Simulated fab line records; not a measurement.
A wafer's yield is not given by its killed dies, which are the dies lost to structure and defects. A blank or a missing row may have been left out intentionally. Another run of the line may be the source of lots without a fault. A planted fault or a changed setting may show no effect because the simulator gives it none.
fab line records	flow berkeley-cmos170
record: lots: 7	wafers: 21	last-day: 12
route steps=331 shown V1@264 M2@271
lots with no fault: from the same line, run without faults
start-h: the number of hours between the record's first day and the start of the first shown wafer of the lot	wait-h: hours elapsed since this lot's preceding step	" the same as in the row above	L1.1+2: several wafers, shown together as one row	- no value, or no start was given	* or withheld: withheld	< > ~ a bound
route shown NAME@n: a module of which the file shows steps, and the number in the route of the first	usual: mean/standard deviation taken from wafers without a fault	same: alike in all rows	chamber/n: place in a boat	sites: per-site readings	_std_site: the values' standard deviation	_edge_site: outer sites' mean less inner sites'	radius-mm: for every site, how far away it sits from the centre of the wafer	mask NAME#n: copy n	behind: the tool/chamber that last shaped the wafer	hold: why the lot was held/for how many hours/how that ended	device: names the non-switching transistor (n, p or np)	end of line: tests of these same wafers at the route's end	where a step has no rows: the recipe by itself	killed: at the first sort, the dies lost to defects and structure; wafer yield is something else	map: a wafer's dies, marking killed ones x, the rest . and places with no die _
set.NAME: setting as actually run; set.NAME@STEP: the setting as run at that earlier step	model.NAME: the simulator's own value behind a step, which no gauge read
certain route steps with their lots: each step a table, each wafer a row
services: a tool's chamber out of use, with start hour (start-h, from the record's first day; less than 0 if before it), hours out, and reason
== steps ==
step: UCB170_V1_PEB_10
recipe: peb-temp-c: 130	peb-time-s: withheld	resist: KrF
step: UCB170_V1_DEVELOP_11
recipe: developer: TMAH	develop-time-s: 45	resist: KrF	dev-temp-c: 21
step: UCB170_V1_CD_MEAS_12
recipe: target-cd-nm: 700
usual: cd-nm: 700.1/1.4
lot.wafer	tool	chamber	start-h	wait-h	cd-nm
L349.2	cd-sem-01	-	189.94	-	701.0
L349.3	"	-	"	"	702.8
L349.5	"	-	"	"	702.4
L351.2	cd-sem-01	-	201.44	-	697.7
L351.4	"	-	"	"	700.1
L351.6	"	-	"	"	698.9
L361.2	cd-sem-01	-	250.24	-	699.5
L361.3	"	-	"	"	698.0
L361.4	"	-	"	"	698.6
L362.1	cd-sem-02	-	257.65	-	697.5
L362.3	"	-	"	"	697.6
L362.6	"	-	"	"	697.2
L364.1	cd-sem-02	-	265.69	-	700.4
L364.2	"	-	"	"	701.1
L364.5	"	-	"	"	701.8
L363.1	cd-sem-01	-	267.93	-	698.8
L363.5	"	-	"	"	699.4
L363.6	"	-	"	"	698.1
L365.2	cd-sem-01	-	269.87	-	698.9
L365.3	"	-	"	"	700.8
L365.4	"	-	"	"	701.4
step: UCB170_V1_OVL_MEAS_13
usual: V1_OVL: -3/6.5
lot.wafer	tool	chamber	start-h	wait-h	V1_OVL[nm]
L349.2	overlay-02	-	190.04	0.1	-4
L349.3	"	-	"	"	-7
L349.5	"	-	"	"	-6
L351.2	overlay-01	-	201.54	0.1	1
L351.4	"	-	"	"	-6
L351.6	"	-	"	"	-8
L361.2	overlay-02	-	250.35	0.1	3
L361.3	"	-	"	"	1
L361.4	"	-	"	"	5
L362.1	overlay-01	-	257.77	0.1	3
L362.3	"	-	"	"	-1
L362.6	"	-	"	"	-2
L364.1	overlay-02	-	265.81	0.1	-10
L364.2	"	-	"	"	0
L364.5	"	-	"	"	-22
L363.1	overlay-01	-	268.05	0.1	7
L363.5	"	-	"	"	9
L363.6	"	-	"	"	-2
L365.2	overlay-02	-	269.97	0.1	5
L365.3	"	-	"	"	-3
L365.4	"	-	"	"	4
step: UCB170_V1_ETCH_14
recipe: chemistry: CHF3/CF4/Ar	target: SiO2	stop-on: Al	CHF3_flow_sccm: 45	cf4-flow-sccm: 15	Ar_flow_sccm: 150	pressure-mtorr: 200	rf-w: 700	target-depth-a: 12500	over-etch-frac: 0.25	time-s: 291
usual: cf4-flow-sccm: 14.99/0.043	chamber-pressure-mTorr: 200.01/0.18	drypump-motor-current-A: 5.8/0.38	oes-product-au: 0.878/0.013	throttle-valve-pct: 6.96/0.099
lot.wafer	tool	chamber	start-h	wait-h	cf4-flow-sccm	chamber-pressure-mTorr	drypump-motor-current-A	oes-product-au	rf-hours-counter-h	throttle-valve-pct
L349.2	rie-diel-01	1	190.07	0.0	14.98	199.92	6.2	0.881	54	6.82
L349.3	"	3	"	"	15.01	200.09	5.4	0.889	31	6.92
L349.5	"	0	"	"	14.90	199.97	6.7	0.901	-	6.93
L351.2	rie-diel-01	1	201.57	0.0	15.02	199.78	6.2	0.874	55	6.81
L351.4	"	0	"	"	15.04	199.97	6.7	0.904	1	6.94
L351.6	"	2	"	"	15.06	200.38	5.8	0.873	-	7.03
L361.2	rie-diel-01	3	250.38	0.0	14.97	199.83	5.4	0.888	34	6.93
L361.3	"	0	"	"	14.98	199.94	6.7	0.900	3	6.92
L361.4	"	2	"	"	15.01	200.03	5.8	0.879	63	7.02
L362.1	rie-diel-03	3	257.80	0.0	14.98	199.65	5.3	0.874	19	6.92
L362.3	"	1	"	"	15.01	199.98	5.7	0.894	113	7.02
L362.6	"	0	"	"	15.01	200.06	5.7	0.872	-	6.91
L364.1	rie-diel-01	2	265.85	0.0	14.90	200.18	5.8	0.877	64	7.03
L364.2	"	1	"	"	15.05	200.13	6.3	0.862	57	6.81
L364.5	"	0	"	"	14.97	199.95	6.7	0.889	-	6.91
L363.1	rie-diel-03	0	268.08	0.0	15.06	200.24	5.7	0.882	57	6.91
L363.5	"	0	"	"	15.00	200.02	5.7	0.875	-	6.91
L363.6	"	1	"	"	14.96	200.00	5.7	0.892	-	7.02
L365.2	rie-diel-03	0	270.00	0.0	14.99	200.38	5.8	0.876	57	6.92
L365.3	"	1	"	"	14.99	200.23	5.8	0.893	113	7.01
L365.4	"	3	"	"	15.04	199.54	5.3	0.868	-	6.90
step: UCB170_V1_STRIP_15
recipe: chemistry: O2	power-w: 400	pressure-mtorr: 3500	platen-temp-c: withheld	o2-flow-sccm: 400	overash-fraction: 0.5
usual: chamber-pressure-mTorr: 3500.1/2.9	drypump-motor-current-A: 5.73/0.22	oes-product-au: 0.721/0.0043	strip-time-to-endpoint-s: 15.29/0.13
lot.wafer	tool	chamber	start-h	wait-h	chamber-pressure-mTorr	drypump-motor-current-A	oes-product-au	rf-hours-counter-h	strip-time-to-endpoint-s
L349.2	plasma-asher-02	0	190.25	0.1	3497.4	5.58	0.712	38	15.42
L349.3	"	0	"	"	3501.4	5.57	0.722	-	15.34
L349.5	"	0	"	"	3502.4	5.58	0.717	-	15.35
L351.2	plasma-asher-03	1	201.75	0.1	3498.6	5.80	0.722	9	15.41
L351.4	"	0	"	"	3503.0	5.70	0.718	-	15.12
L351.6	"	1	"	"	3500.0	5.81	0.717	-	15.47
L361.2	plasma-asher-03	1	250.55	0.1	3498.1	5.81	0.722	14	15.20
L361.3	"	0	"	"	3499.8	5.70	0.724	-	14.95
L361.4	"	1	"	"	3495.1	5.81	0.729	-	15.41
L362.1	plasma-asher-02	0	257.98	0.1	3503.1	5.57	0.723	45	15.19
L362.3	"	1	"	"	3497.2	5.24	0.719	-	15.40
L362.6	"	1	"	"	3506.3	5.26	0.723	-	15.16
L364.1	plasma-asher-03	1	266.02	0.1	3502.5	5.79	0.712	16	15.43
L364.2	"	0	"	"	3491.7	5.70	0.718	16	15.33
L364.5	"	0	"	"	3499.6	5.69	0.720	-	15.16
L363.1	plasma-asher-03	0	268.26	0.1	3493.3	5.71	0.718	16	15.14
L363.5	"	0	"	"	3499.1	5.70	0.723	-	15.10
L363.6	"	1	"	"	3502.2	5.81	0.713	-	15.36
L365.2	plasma-asher-01	0	270.18	0.1	3501.1	5.90	0.715	57	15.20
L365.3	"	1	"	"	3498.8	5.90	0.727	-	15.37
L365.4	"	0	"	"	3498.7	5.88	0.718	-	15.12
step: UCB170_V1_CD_MEAS_90
recipe: target-cd-nm: 700
usual: cd-nm: 700.2/1.5
lot.wafer	tool	chamber	start-h	wait-h	cd-nm
L349.2	cd-sem-02	-	190.37	0.1	700.9
L349.3	"	-	"	"	701.2
L349.5	"	-	"	"	701.7
L351.2	cd-sem-02	-	201.87	0.1	697.8
L351.4	"	-	"	"	700.3
L351.6	"	-	"	"	698.9
L361.2	cd-sem-02	-	250.67	0.1	698.5
L361.3	"	-	"	"	696.7
L361.4	"	-	"	"	697.7
L362.1	cd-sem-01	-	258.08	0.1	696.7
L362.3	"	-	"	"	697.8
L362.6	"	-	"	"	697.6
L364.1	cd-sem-01	-	266.12	0.1	699.9
L364.2	"	-	"	"	700.3
L364.5	"	-	"	"	700.4
L363.1	cd-sem-02	-	268.36	0.1	699.6
L363.5	"	-	"	"	700.8
L363.6	"	-	"	"	698.2
L365.2	cd-sem-02	-	270.30	0.1	700.1
L365.3	"	-	"	"	701.4
L365.4	"	-	"	"	701.9
step: UCB170_M2_PRE_CLEAN_00
recipe: gas: Ar	preclean-etch-time-s: 60
step: UCB170_M2_SPUTTER_01
recipe: material: Al	target-thk-nm: 900	time-s: 120	power-w: 5792	chamber-pressure-pa: 0.5
usual: cathode-dc-power-W: 5792.0/1.1	chamber-pressure-pa: 0.5000/0.00095	throttle-valve-pct: 30.2/0.92
lot.wafer	tool	chamber	start-h	wait-h	cathode-dc-power-W	chamber-pressure-pa	throttle-valve-pct
L349.2	pvd-sputter-04	-	190.54	0.0	5794.4	0.5000	30.0
L349.3	"	-	"	"	5793.3	0.5000	30.1
L349.5	"	-	"	"	5793.3	0.5009	30.0
L351.2	pvd-sputter-04	-	202.04	0.0	5791.4	0.5010	29.9
L351.4	"	-	"	"	5792.2	0.5005	30.3
L351.6	"	-	"	"	5790.5	0.4993	30.6
L361.2	pvd-sputter-04	-	250.84	0.0	5790.4	0.4989	30.1
L361.3	"	-	"	"	5791.8	0.5005	30.4
L361.4	"	-	"	"	5791.0	0.4998	29.8
L362.1	pvd-sputter-02	-	258.27	0.0	5793.4	0.5014	29.6
L362.3	"	-	"	"	5791.1	0.4985	31.0
L362.6	"	-	"	"	5790.3	0.5013	29.6
L364.1	pvd-sputter-04	-	266.31	0.0	5792.1	0.5001	30.0
L364.2	"	-	"	"	5791.6	0.4991	30.3
L364.5	"	-	"	"	5791.4	0.4999	30.0
L363.1	pvd-sputter-02	-	268.55	0.0	5792.0	0.5002	31.1
L363.5	"	-	"	"	5790.9	0.4999	30.2
L363.6	"	-	"	"	5793.5	0.4996	29.8
L365.2	pvd-sputter-04	-	270.47	0.0	5791.8	0.4993	30.0
L365.3	"	-	"	"	5791.0	0.5000	30.7
L365.4	"	-	"	"	5791.8	0.5005	30.4
step: UCB170_M2_RS_MEAS_02
recipe: thk-meas-gauge: four-point-probe	reads: Al_of_M2_SPUTTER_01
usual: M2_AL_RS: 0.0334/0.00047
lot.wafer	tool	chamber	start-h	wait-h	M2_AL_RS[ohm/sq]
L349.2	film-metro-01	-	190.64	0.1	0.0333
L349.3	"	-	"	"	0.0331
L349.5	"	-	"	"	0.0331
L351.2	film-metro-01	-	202.14	0.1	0.0331
L351.4	"	-	"	"	0.0330
L351.6	"	-	"	"	0.0329
L361.2	film-metro-04	-	250.94	0.1	0.0329
L361.3	"	-	"	"	0.0329
L361.4	"	-	"	"	0.0330
L362.1	film-metro-01	-	258.35	0.0	0.0341
L362.3	"	-	"	"	0.0335
L362.6	"	-	"	"	0.0340
L364.1	film-metro-01	-	266.39	0.0	0.0333
L364.2	"	-	"	"	0.0332
L364.5	"	-	"	"	0.0332
L363.1	film-metro-04	-	268.63	0.0	0.0342
L363.5	"	-	"	"	0.0336
L363.6	"	-	"	"	0.0340
L365.2	film-metro-01	-	270.57	0.1	0.0335
L365.3	"	-	"	"	0.0333
L365.4	"	-	"	"	0.0337
step: UCB170_M2_THK_MEAS_03
recipe: thk-meas-gauge: xrf	reads: Al_of_M2_SPUTTER_01
usual: M2_AL_THK: 860/13
lot.wafer	tool	chamber	start-h	wait-h	M2_AL_THK[nm]
L349.2	film-metro-01	-	190.75	0.1	863
L349.3	"	-	"	"	866
L349.5	"	-	"	"	871
L351.2	film-metro-01	-	202.25	0.1	866
L351.4	"	-	"	"	868
L351.6	"	-	"	"	866
L361.2	film-metro-04	-	251.05	0.1	880
L361.3	"	-	"	"	880
L361.4	"	-	"	"	878
L362.1	film-metro-01	-	258.47	0.1	849
L362.3	"	-	"	"	858
L362.6	"	-	"	"	853
L364.1	film-metro-01	-	266.51	0.1	857
L364.2	"	-	"	"	864
L364.5	"	-	"	"	862
L363.1	film-metro-04	-	268.75	0.1	846
L363.5	"	-	"	"	863
L363.6	"	-	"	"	852
L365.2	film-metro-01	-	270.68	0.1	859
L365.3	"	-	"	"	859
L365.4	"	-	"	"	853
step: UCB170_M2_HMDS_04
recipe: prime-time-s: 60	prime-temp-c: 100
step: UCB170_M2_COAT_05
recipe: resist: KrF	spin-rpm: 1500	resist-thk-nm: 900
usual: exhaust-pa: 44.9/0.87	resist-line-temp-C: 23.00/0.088	spin-speed-rpm: 1500.1/0.98
lot.wafer	tool	chamber	start-h	wait-h	exhaust-pa	resist-line-temp-C	spin-speed-rpm	model.KrF_of_M2_COAT_05.thk-nm
L349.2	litho-track-03	0	190.98	0.1	44.3	22.91	1501.1	901.5
L349.3	"	0	"	"	44.0	23.00	1501.0	905.3
L349.5	"	0	"	"	45.0	23.05	1501.4	904.8
L351.2	litho-track-04	0	202.48	0.1	43.5	22.98	1500.8	897.9
L351.4	"	0	"	"	44.5	22.98	1500.1	898.9
L351.6	"	0	"	"	43.5	23.02	1500.0	896.3
L361.2	litho-track-04	0	251.33	0.1	44.4	22.77	1635.3	862
L361.3	"	0	"	"	45.7	22.93	1636.9	863.2
L361.4	"	0	"	"	45.4	22.99	1637.9	861.4
L362.1	litho-track-03	0	258.68	0.1	45.0	22.99	1501.2	898.6
L362.3	"	0	"	"	44.3	22.98	1501.0	897.2
L362.6	"	0	"	"	44.0	22.90	1500.6	900.5
L364.1	litho-track-04	0	266.72	0.1	45.2	22.97	1636.0	862.4
L364.2	"	0	"	"	44.7	23.04	1637.3	862.3
L364.5	"	0	"	"	44.6	23.05	1638.0	864.6
L363.1	litho-track-02	0	268.96	0.1	45.3	22.92	1500.6	900.3
L363.5	"	0	"	"	44.6	22.97	1500.6	901.8
L363.6	"	0	"	"	43.6	22.93	1500.3	899
L365.2	litho-track-04	0	271.02	0.1	44.8	23.04	1636.7	858.6
L365.3	"	0	"	"	43.7	23.00	1638.0	859.5
L365.4	"	0	"	"	47.3	22.99	1636.1	861.8
step: UCB170_M2_SOFTBAKE_06
recipe: resist: KrF	temp-c: 130	time-s: 60
step: UCB170_M2_STRIP_07
recipe: chemistry: O2	power-w: 400	pressure-mtorr: 3500	platen-temp-c: withheld	o2-flow-sccm: 400	overash-fraction: 0.5
usual: chamber-pressure-mTorr: 3501/3	drypump-motor-current-A: 5.56/0.25	oes-product-au: 0.735/0.0046	strip-time-to-endpoint-s: 21.97/0.058
lot.wafer	tool	chamber	start-h	wait-h	chamber-pressure-mTorr	drypump-motor-current-A	oes-product-au	rf-hours-counter-h	strip-time-to-endpoint-s
L349.2	plasma-asher-03	0	191.25	0.1	3502	5.70	0.732	8	22.01
L349.3	"	1	"	"	3505	5.79	0.735	-	22.10
L349.5	"	0	"	"	3492	5.68	0.728	-	22.08
L351.2	plasma-asher-04	0	202.75	0.1	3500	5.23	0.727	50	21.90
L351.4	"	0	"	"	3499	5.17	0.740	-	21.93
L351.6	"	0	"	"	3499	5.22	0.733	-	21.87
L361.2	plasma-asher-04	0	251.60	0.1	3498	5.24	0.734	54	21.07
L361.3	"	1	"	"	3498	5.85	0.732	-	21.08
L361.4	"	0	"	"	3503	5.20	0.730	-	21.05
L362.1	plasma-asher-03	1	258.98	0.1	3499	5.81	0.738	15	21.94
L362.3	"	1	"	"	3500	5.82	0.738	-	21.89
L362.6	"	1	"	"	3501	5.84	0.733	-	21.97
L364.1	plasma-asher-04	0	267.02	0.1	3500	5.21	0.737	55	21.05
L364.2	"	1	"	"	3502	5.85	0.732	55	21.06
L364.5	"	1	"	"	3498	5.85	0.734	-	21.11
L363.1	plasma-asher-03	0	269.26	0.1	3500	5.67	0.732	16	21.97
L363.5	"	0	"	"	3507	5.68	0.734	-	22.01
L363.6	"	1	"	"	3499	5.80	0.731	-	21.95
L365.2	plasma-asher-04	0	271.30	0.1	3503	5.21	0.736	56	20.98
L365.3	"	1	"	"	3497	5.86	0.730	-	21.00
L365.4	"	0	"	"	3498	5.25	0.730	-	21.04
step: UCB170_M2_STRIP_08
recipe: chemistry: DMSO	temp-c: 80	time-s: 600	material: KrF
== services ==
tool	chamber	start-h	hours	kind
rie-diel-01	0	167.81	-	clean
rie-diel-01	0	167.81	21.6	scheduled-down
rie-diel-01	0	167.81	21.6	vent-cycle
rie-diel-03	-	176.46	0.5	repair
plasma-asher-02	-	203.56	1.6	repair
plasma-asher-03	-	208.77	6.9	repair
rie-diel-01	1	212.68	2.6	repair
plasma-asher-01	-	218.85	1.7	repair
plasma-asher-04	-	224.19	13.4	repair
rie-diel-01	1	224.83	2.5	repair
pvd-sputter-02	-	229.91	1.8	repair
plasma-asher-02	-	246.95	1.9	repair
plasma-asher-04	-	248.66	2.8	pm
rie-diel-03	2	267.37	12.4	repair
== key ==
first-sign: step: UCB170_M2_COAT_05	reading: spin-speed-rpm	direction: up	sigmas: 99+	usual: 1500.1	struck: 1636.9
effect: step: UCB170_M2_STRIP_07	reading: strip-time-to-endpoint-s	direction: down	sigmas: 16	usual: *	struck: *
model-effect: step: UCB170_M2_COAT_05	value: KrF_of_M2_COAT_05.thk-nm	without: 900.3	struck: 861.8
met-at UCB170_M2_COAT_05
struck-wafers L361.2,L361.3,L361.4,L364.1,L364.2,L364.5,L365.2,L365.3,L365.4
onset-between 202.48 251.33
fault: kind: process-parameter-drift	tool: litho-track-04	chamber: -	onset-h: 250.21	steps: UCB170_M2_COAT_05	channel: spin-rpm	offset: 137.34	shape: step	end-h: 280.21	acts-in: these-recipes-only	stated: 1500
